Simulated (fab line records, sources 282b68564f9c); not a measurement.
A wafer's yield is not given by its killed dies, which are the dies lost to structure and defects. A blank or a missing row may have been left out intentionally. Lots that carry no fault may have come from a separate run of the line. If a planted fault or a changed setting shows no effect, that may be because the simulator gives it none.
Struck lot and sound lot, side by side ; flow rit-cmos ; 39 out of 202 route steps
Sound: the wafers L156.1, L156.2, L156.5. Struck: wafers L158.4, L158.5, L158.6. Last of all comes the cause.
At each step with rows: each side's tool, then ch and its chambers, then its first start. Under that, the readings that differ: sound wafers ; struck wafers ; difference of the means ; sigmas: that difference in standard deviations of wafers without a fault.
alike: a reading whose means differ by less than 2 such deviations, as well as words and numbers matching on both sides. not compared: withheld readings; readings where some wafer has no value; bounds like >300 that might hide an equal value; numbers whose values overlap and for which the record gives no deviation.
Wherever a step has rows on one side only, a row that says differs or no value, or a row with sigmas, the two part there. When numbers do not overlap yet have no deviation, they are printed without sigmas and do not part them. A reading missing from all wafers of one side parts the sides only when that side holds two or more wafers.

first, 3 steps without rows for these wafers: RIT_GATE_EXPOSE_13 (exposes mask M6, target cd 150 nm); RIT_GATE_PEB_14; RIT_GATE_DEVELOP_15 (develop time 50 s).
RIT_GATE_CD_MEAS_16: target cd 150 nm.
  sound on cd-sem-01 at day 4 03:11; struck on cd-sem-02 at day 4 11:50
  alike: cd-nm
RIT_GATE_OVL_MEAS_17:
  sound on overlay-01 at day 4 03:18; struck on overlay-01 at day 4 11:55
  alike: GATE_OVL
then, 1 step without rows for these wafers: RIT_GATE_HARDBAKE_18 (time 60 s).
RIT_GATE_ETCH_19: etches poly-Si in SF6/CHF3/O2, stops on SiO2, time 165 s, target depth 312.5 nm.
  sound on rie-si-02 ch 0,2, day 4 03:29; struck on rie-si-02 ch 2,3, day 4 12:05
reading;sound;struck;difference;sigmas
drypump-motor-current-A (A);6.0 5.0 5.0;6.1 6.0 6.0;+0.7;+2
  alike: oes-product-au, rf-fwd-power-W, throttle-valve-pct
  not compared: rf-hours-counter-h
RIT_GATE_STRIP_20: strips in O2, time 180 s.
  sound on plasma-asher-01 ch 0,1, day 4 03:35; struck on plasma-asher-01 ch 0,1, day 4 12:15
  alike: drypump-motor-current-A
  not compared: rf-hours-counter-h
RIT_GATE_CD_MEAS_90: target cd 150 nm.
  sound on cd-sem-02 at day 4 03:46; struck on cd-sem-02 at day 4 12:25
  alike: cd-nm
then, 3 steps without rows for these wafers: RIT_REOX_CLEAN_00 (cleans in SC1, time 600 s); RIT_REOX_CLEAN_01 (cleans in dHF, time 30 s); RIT_REOX_CLEAN_02 (cleans in SC2, time 600 s).
RIT_REOX_OXIDATION_03: target thk 25.2 nm, ox time 5580 s.
  sound on furnace-03 ch 0, day 4 06:51; struck on furnace-03 ch 0, day 4 13:31
reading;sound;struck;difference;sigmas
spike-tc-centre-C (C);904.5 901.9 903.8;875.9 876.8 876.0;-27.2;-23
spike-tc-load-C (C);925.9 927.8 926.2;901.1 902.1 901.9;-24.9;-16
spike-tc-source-C (C);921.4 917.9 918.8;891.9 892.3 893.2;-26.9;-11
tube-center-temp-C (C);899.99 900.05 900;875.08 874.89 874.98;-25.03;-99 or more
tube_center_temp_C_max;902.8 902.4 902.3;877.2 876.7 877.0;-25.5;-67
model.SiO2_of_REOX_OXIDATION_03.thk-nm (nm);25.85 26.05 25.12;20.17 19.9 19.99;-5.65;
RIT_REOX_THK_MEAS_04:
  sound on film-metro-03 at day 4 09:24; struck on film-metro-01 at day 4 16:06
reading;sound;struck;difference;sigmas
REOX_OXIDE_THK (nm);25.8 26.0 25.1;20.2 19.9 20.0;-5.6;-11
then, 6 steps without rows for these wafers: RIT_NLDD_HMDS_00 (prime time 60 s); RIT_NLDD_COAT_01 (resist thk 1000 nm); RIT_NLDD_SOFTBAKE_02 (time 60 s); RIT_NLDD_EXPOSE_03 (exposes mask M7, target cd 40700 nm); RIT_NLDD_PEB_04; RIT_NLDD_DEVELOP_05 (develop time 50 s).
RIT_NLDD_OVL_MEAS_06:
  sound on overlay-02 at day 4 10:28; struck on overlay-02 at day 4 17:00
  alike: NLDD_OVL
then, 2 steps without rows for these wafers: RIT_NLDD_HARDBAKE_07 (time 60 s); RIT_NLDD_IMPLANT_08.
RIT_NLDD_STRIP_09: strips in O2, time 180 s.
  sound on plasma-asher-04 ch 0,1, day 4 10:48; struck on plasma-asher-02 ch 0,1, day 4 17:22
  alike: drypump-motor-current-A
  not compared: rf-hours-counter-h
RIT_NLDD_TW_MEAS_10:
  sound on film-metro-01 at day 4 10:59; struck on film-metro-03 at day 4 17:31
reading;sound;struck;difference;sigmas
NLDD_TW;2457 2475 2458;2509 2497 2503;+40;+3
then, 6 steps without rows for these wafers: RIT_PLDD_HMDS_00 (prime time 60 s); RIT_PLDD_COAT_01 (resist thk 1000 nm); RIT_PLDD_SOFTBAKE_02 (time 60 s); RIT_PLDD_EXPOSE_03 (exposes mask M8, target cd 40900 nm); RIT_PLDD_PEB_04; RIT_PLDD_DEVELOP_05 (develop time 50 s).
RIT_PLDD_OVL_MEAS_06:
  sound on overlay-02 at day 4 11:53; struck on overlay-01 at day 4 18:25
  alike: PLDD_OVL
then, 2 steps without rows for these wafers: RIT_PLDD_HARDBAKE_07 (time 60 s); RIT_PLDD_IMPLANT_08.
RIT_PLDD_STRIP_09: strips in O2, time 180 s.
  sound on plasma-asher-04 ch 0,1, day 4 12:14; struck on plasma-asher-04 ch 0,1, day 4 18:49
  alike: drypump-motor-current-A
  not compared: rf-hours-counter-h
RIT_PLDD_TW_MEAS_10:
  sound on film-metro-03 at day 4 12:24; struck on film-metro-03 at day 4 18:57
  alike: PLDD_TW
RIT_SPACER_CLEAN_00: cleans in SC1, time 600 s.
  sound on wet-bench-02 ch 3, day 4 12:28; struck on wet-bench-02 ch 3, day 4 18:59
reading;sound;struck;difference;sigmas
model.SiO2_of_REOX_OXIDATION_03.thk-nm (nm);23.85 24.05 23.19;18.62 18.39 18.45;-5.21;
then, 1 step without rows for these wafers: RIT_SPACER_CLEAN_01 (cleans in dHF, time 30 s).
RIT_M1_PROBE_99:
  sound on prober-02 at day 5 02:39; struck on prober-02 at day 5 08:55
reading;sound;struck;difference;sigmas
model.etest.pmos-turned.r-on-ohm-um;3612 3856 3641;3034 2986 2946;-714;
model.etest.pmos_0p3.r-on-ohm-um;6422 6752 6638;6064 5938 5925;-628;
model.etest.pmos_0p15.r-on-ohm-um;2866 3026 2927;2568 2530 2482;-413;
model.etest.pldd.rs-ohm-sq;572.2 591.1 530.3;340.4 333.8 335.7;-227.9;
model.etest.nmos_0p15.r-on-ohm-um;1117 1153 1157;1098 1088 1045;-65;
model.etest.nmos_0p3.r-on-ohm-um;2157 2252 2248;2116 2063 2080;-133;
model.etest.nldd.rs-ohm-sq;388.7 397.1 375.9;306.1 303.3 305.5;-82.3;
model.etest.nmos-turned.drive-ua-um;311.1 290.9 318.6;384.8 383.5 389.9;+79.2;
  alike: killed-at-contacts, killed-at-front-end, killed-dies, killed-on-rim, killed-open, killed-short

WHERE THEY PART
Earliest at RIT_GATE_ETCH_19; latest, in this record, at RIT_NLDD_TW_MEAS_10. Later steps at which nothing parts them and some readings are alike: RIT_PLDD_OVL_MEAS_06, RIT_PLDD_STRIP_09, RIT_PLDD_TW_MEAS_10, RIT_M1_PROBE_99.

WHY: whatever the simulator had introduced
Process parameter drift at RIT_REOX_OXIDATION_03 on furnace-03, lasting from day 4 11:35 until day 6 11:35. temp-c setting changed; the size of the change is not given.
